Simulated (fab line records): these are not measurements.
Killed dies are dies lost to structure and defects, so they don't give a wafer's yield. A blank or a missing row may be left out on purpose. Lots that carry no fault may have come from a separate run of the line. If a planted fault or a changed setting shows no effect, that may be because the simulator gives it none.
Matching of chambers + flow berkeley_cmos170 + UCB170_ZERO_ETCH_06 on rie_diel-02 has 4 sister chambers
The step etches SiO2 in CHF3/CF4/Ar, time 12 s. 4 wafers are shown with their chamber, then 8 later ones without.

== WAFERS, EACH WITH ITS CHAMBER ==
| wafer  | chamber | drypump_motor_current_A (A) |
|--------|---------|-----------------------------|
| L458.3 | 1       | 4.9                         |
| L460.5 | 0       | 6.5                         |
| L460.6 | 3       | 5.9                         |
| L470.1 | 2       | 5.5                         |

== WAFERS WHOSE CHAMBER IS MISSING ==
| wafer  | drypump_motor_current_A (A) |
|--------|-----------------------------|
| L470.3 | 5.9                         |
| L470.5 | 4.9                         |
| L471.1 | 5.8                         |
| L471.3 | 6.4                         |
| L471.4 | 5.5                         |
| L474.1 | 5.9                         |
| L474.2 | 4.9                         |
| L474.3 | 5.5                         |

== CHAMBER TAKEN BY EACH ==
| wafer  | from the rows above | in truth |
|--------|---------------------|----------|
| L470.3 | 3                   | 3        |
| L470.5 | 1                   | 1        |
| L471.1 | 3                   | 3        |
| L471.3 | 0                   | 0        |
| L471.4 | 2                   | 2        |
| L474.1 | 3                   | 3        |
| L474.2 | 1                   | 1        |
| L474.3 | 2                   | 2        |
Placed correctly: 8 of 8. Number that these rows cannot place: 0. Number placed wrongly: 0.
How it was worked out, from the rows above alone: a wafer's distance from a chamber is the root of the sum, over the readings, of the square of ((its reading less the chamber's mean) divided by the reading's scatter). The wafer belongs to the nearest chamber; if the next one is less than 2 further off, it can't be placed. For every chamber, the mean is computed from those of its wafers that are shown. The scatter (one wafer shown for each chamber): square how far every hidden wafer sits from the nearest shown wafer, average those squares and take the square root.
